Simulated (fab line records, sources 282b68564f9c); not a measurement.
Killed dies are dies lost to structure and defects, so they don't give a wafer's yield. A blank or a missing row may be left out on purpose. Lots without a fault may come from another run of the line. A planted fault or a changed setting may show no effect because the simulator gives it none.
Problem report in the 8D (eight disciplines) form, filled by code | flow rit_cmos | the parts of the form that need people (team, actions taken, sign-off) are left out

1. THE PROBLEM
PLDD_TW at RIT_PLDD_TW_MEAS_10 reads a mean of 2664 on 6 wafers of 2 lots; wafers without a fault read 2393 with a standard deviation of 16. That is +17 standard deviations from the usual mean.
First seen on wafer L352.1, day 7 03:02, on film_metro-02. The record holds 42 wafers of 14 lots with a number at this step. Rule for "out", or "out of limits": more than 4 standard deviations from the usual mean. The other wafers with a number count as sound.

2. WHAT IT IS AND WHAT IT IS NOT
question                    | is                           | is not
which readings at this step | PLDD_TW                      | -
which lots                  | L352, L353                   | L332, L333, L334, L335, L337, L338, L339, L341, L342, L344, L345, L354
which wafers of those lots  | all that have a number       | -
read on which gauges        | film_metro-02, film_metro-03 | film_metro-04
when                        | from day 7 03:02             | up to then (33 sound wafers); but 3 sound wafers of L354 came after

3. SUSPECTS, AND WHAT RULES EACH OUT
Counting: a tool at a process step up to the reading stays a suspect if it ran every lot that is out and no sound lot after the first of them.
- the gauge at RIT_PLDD_TW_MEAS_10: ruled out. The wafers that are out were read on 2 gauges (film_metro-02, film_metro-03).
- implanter-03 at RIT_PLDD_IMPLANT_08: kept. It ran every lot that is out, first L352 (day 7 02:43), and no sound lot after that; its last sound lot up to then is L342 (day 4 21:41). Its own readings are out on those wafers: dose_ions_cm2, faraday_current_uA.
Left after counting: implanter-03 at RIT_PLDD_IMPLANT_08.

4. THE CAUSE (what the simulator had put in)
Process parameter drift: implanter-03, from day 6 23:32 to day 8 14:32, at RIT_PLDD_IMPLANT_08. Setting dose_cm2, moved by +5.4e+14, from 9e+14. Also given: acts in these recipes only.
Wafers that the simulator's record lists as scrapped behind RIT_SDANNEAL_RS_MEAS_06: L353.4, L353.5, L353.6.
Counting left only this tool.

5. THE CHAIN OF EFFECTS, in route order
Each row: a reading whose mean over the struck wafers that have a number lies more than 3 standard deviations from the usual. Only readings for which the record gives a usual standard deviation are gone through. hours: the time from each lot's start at the first step in this table that gives one to its start at this step, as a median over the lots. sigmas: the change in usual standard deviations.
hours | step                    | reading                   | usual        | on struck wafers | change   | sigmas
0     | RIT_PLDD_IMPLANT_08     | dose_ions_cm2             | 9e+14        | 1e+15            | +5e+14   | +99 or more
0     | RIT_PLDD_IMPLANT_08     | end_station_pressure_torr | 7.3e-06 Torr | 8.5e-06          | +1.2e-06 | +3.2
0     | RIT_PLDD_IMPLANT_08     | faraday_current_uA        | 2816         | 4507             | +1691    | +31
0     | RIT_PLDD_TW_MEAS_10     | PLDD_TW                   | 2393         | 2664             | +271     | +17
12    | RIT_SDANNEAL_RS_MEAS_06 | PLDD_RS                   | 177.8 ohm/sq | 156.2            | -21.6    | -44
The process steps in it:
- RIT_PLDD_IMPLANT_08

6. WHAT WOULD HAVE CAUGHT IT SOONER
In this record the first reading out of limits at a measuring or inspecting step was taken at day 7 03:02, 4 hours after the fault began at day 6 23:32.
The tool's own readings at RIT_PLDD_IMPLANT_08 were out on every struck wafer that the step has a row for (dose_ions_cm2, faraday_current_uA): an alarm limit on them would have fired on the first of those.
Of the lots that are out (2), L353 began RIT_PLDD_IMPLANT_08 on implanter-03 after day 7 03:02. A hold on the tool at that time would have spared it.
